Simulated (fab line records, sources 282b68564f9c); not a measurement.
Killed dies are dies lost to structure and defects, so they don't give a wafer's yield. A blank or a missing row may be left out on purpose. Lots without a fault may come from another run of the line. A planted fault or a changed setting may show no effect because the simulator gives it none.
Which tool did it? | flow rit_cmos | 7 lots, 21 wafers sampled, at 2 steps of a route of 202

WHAT THE GAUGES READ, wafer by wafer
RIT_SDANNEAL_RS_MEAS_04: measures by four-point-probe.
lot  | measured    | on            | PSD_RS (ohm/sq)
L610 | day 3 12:18 | film_metro-04 | 115.87 116.07 116.00
L612 | day 3 21:06 | film_metro-03 | 115.80 115.29 115.64
L614 | day 4 08:43 | film_metro-03 | 115.19 115.45 115.47
L616 | day 4 13:59 | film_metro-04 | 115.36 115.55 115.25
L621 | day 5 20:08 | film_metro-02 | 127.46 127.48 127.89
L623 | day 6 00:02 | film_metro-04 | 127.11 127.27 127.37
L632 | day 8 01:55 | film_metro-03 | 115.99 116.14 116.29

WHICH TOOL RAN EACH LOT (tool, then ch and the chambers of the sampled wafers, then the start)
lot  | RIT_SDANNEAL_RTA_03
L610 | rtp_anneal-02 ch 0, day 3 12:15
L612 | rtp_anneal-02 ch 0, day 3 21:02
L614 | rtp_anneal-02 ch 0, day 4 08:35
L616 | rtp_anneal-02 ch 0, day 4 13:55
L621 | rtp_anneal-01 ch 0, day 5 20:02
L623 | rtp_anneal-01 ch 0, day 5 23:59
L632 | rtp_anneal-02 ch 0, day 8 01:50
- RIT_SDANNEAL_RTA_03: time 5 s.

THE ANSWER, worked out from the rows above alone
Rule: what is usual is taken from the lots themselves. Put in order of their means at a reading, lots are off if they are a third of the lots or fewer, leave a main group of 4 or more, and stand apart from it by a gap of 3 or more times the standard deviation of the main group's means; of several such gaps the widest counts. A main group whose means are all the same, to the digits that the tables above print for the reading, isn't used. A lot without any number at a reading at which 4 lots or more have one is off too. The other lots that the step has rows for count as sound.
Off: L621, L623, at RIT_SDANNEAL_RS_MEAS_04 (PSD_RS). The main group: mean 115.69 ohm/sq, standard deviation 0.31.
A tool fits if, at a process step before that reading, it ran every lot that is off, and no sound lot after the first of them. The gauges at RIT_SDANNEAL_RS_MEAS_04 are tried like those tools. One fits: rtp_anneal-01 at RIT_SDANNEAL_RTA_03. It ran no sound lot before its first lot that is off in this sample, so the start can't be narrowed down.

WHAT THE SIMULATOR HAD PUT IN
Process parameter drift: rtp_anneal-01, from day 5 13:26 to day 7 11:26, at RIT_SDANNEAL_RTA_03. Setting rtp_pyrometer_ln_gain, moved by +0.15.
Lots struck among those shown: L621, L623. The rule above found the same.
